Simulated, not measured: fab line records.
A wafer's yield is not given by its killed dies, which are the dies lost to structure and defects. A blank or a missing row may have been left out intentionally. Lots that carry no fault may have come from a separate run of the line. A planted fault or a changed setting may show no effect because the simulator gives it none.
A lot that was struck, set against a sound lot    flow rit-cmos    43 steps out of a route of 202
Sound: wafers L200.1, L200.3, L200.4. Struck: wafers L206.1, L206.3, L206.5. At the end, the cause is stated.
At each step with rows: each side's tool, then ch and its chambers, then its first start. Under that, the readings that differ: sound wafers    struck wafers    difference of the means    sigmas: that difference in standard deviations of wafers without a fault.
alike: readings with means less than 2 such deviations apart, plus words and numbers identical on both sides. not compared: withheld readings, readings lacking a value on some wafer, bounds such as >300 that could conceal the same value, and numbers that have no deviation in the record and whose values overlap.
Wherever a step has rows on one side only, a row that says differs or no value, or a row with sigmas, the two part there. When numbers do not overlap yet have no deviation, they are printed without sigmas and do not part them. Lack of a reading on every wafer of one side parts them only where that side has two or more wafers.

RIT_PWELL_TW_MEAS_10:
  sound: film-metro-01 at day 5 06:55; struck: film-metro-03 at day 6 14:07
  alike: PWELL_TW
then, 1 step without rows for these wafers: RIT_WELLDRIVE_ANNEAL_00 (time 14700 s).
RIT_WELLDRIVE_RS_MEAS_01: measurement is done with a four-point probe.
  sound: film-metro-04 at day 5 12:04; struck: film-metro-03 at day 6 19:56
  alike: NWELL_RS
RIT_WELLDRIVE_RS_MEAS_02: measurement is done with a four-point probe.
  sound: film-metro-04 at day 5 12:11; struck: film-metro-03 at day 6 20:04
  alike: PWELL_RS
then, 6 steps without rows for these wafers: RIT_NRETRO_HMDS_00 (prime time 60 s); RIT_NRETRO_COAT_01 (resist thk 1300 nm); RIT_NRETRO_SOFTBAKE_02 (time 60 s); RIT_NRETRO_EXPOSE_03 (exposes mask M4, target cd 43900 nm); RIT_NRETRO_PEB_04; RIT_NRETRO_DEVELOP_05 (develop time 68 s).
RIT_NRETRO_OVL_MEAS_06:
  sound: overlay-01 at day 5 13:11; struck: overlay-02 at day 6 21:04
  alike: NRETRO_OVL
then, 1 step without rows for these wafers: RIT_NRETRO_HARDBAKE_07 (time 120 s).
RIT_NRETRO_IMPLANT_08:
  sound on implanter-01 ch 0, day 5 13:28; struck on implanter-01 ch 0, day 7 01:00
RIT_NRETRO_STRIP_09: strips in O2, time 180 s.
  sound on plasma-asher-03 ch 0,1, day 5 13:37; struck on plasma-asher-04 ch 0,1, day 7 01:09
  alike: drypump-motor-current-A
  not compared: rf-hours-counter-h
RIT_NRETRO_TW_MEAS_10:
  sound: film-metro-01 at day 5 13:48; struck: film-metro-04 at day 7 01:20
  alike: NRETRO_TW
then, 6 steps without rows for these wafers: RIT_PRETRO_HMDS_00 (prime time 60 s); RIT_PRETRO_COAT_01 (resist thk 1300 nm); RIT_PRETRO_SOFTBAKE_02 (time 60 s); RIT_PRETRO_EXPOSE_03 (exposes mask M5, target cd 43700 nm); RIT_PRETRO_PEB_04; RIT_PRETRO_DEVELOP_05 (develop time 68 s).
RIT_PRETRO_OVL_MEAS_06:
  sound: overlay-02 at day 5 14:52; struck: overlay-02 at day 7 02:16
  alike: PRETRO_OVL
then, 2 steps without rows for these wafers: RIT_PRETRO_HARDBAKE_07 (time 120 s); RIT_PRETRO_IMPLANT_08.
RIT_PRETRO_STRIP_09: strips in O2, time 180 s.
  sound on plasma-asher-02 ch 0,1, day 5 15:18; struck on plasma-asher-02 ch 1, day 7 02:44
  alike: drypump-motor-current-A
  not compared: rf-hours-counter-h
RIT_PRETRO_TW_MEAS_10:
  sound: film-metro-04 at day 5 15:28; struck: film-metro-04 at day 7 02:55
  alike: PRETRO_TW
then, 5 steps without rows for these wafers: RIT_GATE_WET_ETCH_00 (etches SiO2 in BOE, target depth 56 nm, time 60 s); RIT_GATE_CLEAN_01 (cleans in SC1, time 600 s); RIT_GATE_CLEAN_02 (cleans in dHF, time 30 s); RIT_GATE_CLEAN_03 (cleans in SC2, time 600 s); RIT_GATE_CLEAN_04 (cleans in dHF, time 60 s).
RIT_FOX2_THK_MEAS_91:
  sound: film-metro-01 at day 5 15:57; struck: film-metro-01 at day 7 03:25
  alike: FIELD_OXIDE_LEFT_2_THK
then, 2 steps without rows for these wafers: RIT_GATE_OXIDATION_05 (target thk 3 nm, ox time 270 s); RIT_GATE_ANNEAL_06 (time 600 s).
RIT_GATE_THK_MEAS_07:
  sound: film-metro-03 at day 5 17:20; struck: film-metro-01 at day 7 04:48
  alike: GATE_OXIDE_THK
then, 1 step without rows for these wafers: RIT_GATE_CVD_08 (deposits poly-Si from SiH4, target thk 250 nm, time 2220 s).
RIT_GATE_THK_MEAS_09:
  sound: film-metro-03 at day 5 19:01; struck: film-metro-03 at day 7 06:29
  alike: GATE_POLY_THK
then, 5 steps without rows for these wafers: RIT_GATE_HMDS_10 (prime time 60 s); RIT_GATE_COAT_11 (resist thk 850 nm); RIT_GATE_SOFTBAKE_12 (time 60 s); RIT_GATE_EXPOSE_13 (exposes mask M6, target cd 150 nm); RIT_GATE_PEB_14.
RIT_M1_PROBE_99:
  sound: prober-02 at day 6 18:28; struck: prober-02 at day 8 05:44
reading                                  sound                       struck                   difference  sigmas
model.etest.pmos_0p15.drive-ua-um-range  3.963 5.532 3.989           19.14 21.04 18.34        +15.01      
model.etest.pmos_0p15.vt-v-range         0.007126 0.005285 0.005796  0.04255 0.04353 0.04284  +0.03690    
  alike: killed-at-front-end, killed-dies, killed-open, killed-short
  not compared: model.etest.diode-pplus-nwell.cj-ff-um2-range

## WHERE THEY PART
Nowhere in this record.

WHY: what the simulator had put in
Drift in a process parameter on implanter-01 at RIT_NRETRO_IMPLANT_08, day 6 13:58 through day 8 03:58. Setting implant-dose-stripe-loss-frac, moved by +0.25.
